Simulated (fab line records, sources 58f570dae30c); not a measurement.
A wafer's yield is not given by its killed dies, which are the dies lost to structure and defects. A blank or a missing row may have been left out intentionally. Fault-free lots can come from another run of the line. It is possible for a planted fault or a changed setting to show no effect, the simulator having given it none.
Which tool was responsible?    flow berkeleyCmos170    21 wafers from 7 lots sampled at 2 of the route's 331 steps

WHAT THE GAUGES SHOWED, per wafer
UCB170_SILICIDE_RS_MEAS_02: the measuring method here is four-point-probe.
lot   measured      on            SILICIDE_TI_RS (ohm/sq)
L663  day 7 08:25   filmMetro-04  25.5 25.4 25.6
L669  day 8 07:37   filmMetro-03  26.5 25.9 26.2
L674  day 9 04:23   filmMetro-04  25.6 25.8 25.9
L676  day 9 22:55   filmMetro-04  21.2 20.8 21.2
L679  day 10 10:59  filmMetro-03  21.3 21.3 21.3
L683  day 10 17:00  filmMetro-01  25.6 25.8 25.5
L684  day 11 10:41  filmMetro-01  26.4 26.2 26.3

WHICH TOOL RAN EACH LOT (tool, then ch and the chambers of the sampled wafers, then the start)
lot   UCB170_SILICIDE_SPUTTER_01
L663  pvdSputter-03, day 7 08:21
L669  pvdSputter-03, day 8 07:31
L674  pvdSputter-03, day 9 04:20
L676  pvdSputter-03, day 9 22:52
L679  pvdSputter-03, day 10 10:57
L683  pvdSputter-01, day 10 16:55
L684  pvdSputter-04, day 11 10:38
- UCB170_SILICIDE_SPUTTER_01: material Ti, target thk 30 nm, time 25 s.

THE ANSWER, worked out from the rows above alone
Rule: usual is defined by the lots themselves. Put in order of their means at a reading, lots are off if they are a third of the lots or fewer, leave a main group of 4 or more, and stand apart from it by a gap of 3 or more times the standard deviation of the main group's means; of several such gaps the widest counts. Not used: any main group whose means are identical at the precision the tables above print for the reading. Also off: a lot with no number at a reading for which 4 or more lots have one. The other lots that the step has rows for count as sound.
Off: at UCB170_SILICIDE_RS_MEAS_02 (SILICIDE_TI_RS), L676, L679. The main group has a mean of 25.9 ohm/sq with a standard deviation of 0.32.
A tool fits if, at a process step before that reading, it ran every lot that is off, and no sound lot after the first of them. The gauges at UCB170_SILICIDE_RS_MEAS_02 are tried like those tools. One fits: UCB170_SILICIDE_SPUTTER_01 on pvdSputter-03. A fault onset in the window from L674 (day 9 04:20, its last sound lot) to L676 (day 9 22:52, its first lot off) fits.

WHAT HAD BEEN PUT IN BY THE SIMULATOR
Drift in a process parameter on pvdSputter-03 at UCB170_SILICIDE_SPUTTER_01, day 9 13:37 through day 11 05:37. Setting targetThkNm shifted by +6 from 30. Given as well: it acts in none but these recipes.
Lots struck among those shown: L676, L679. This agrees with what the rule above found.
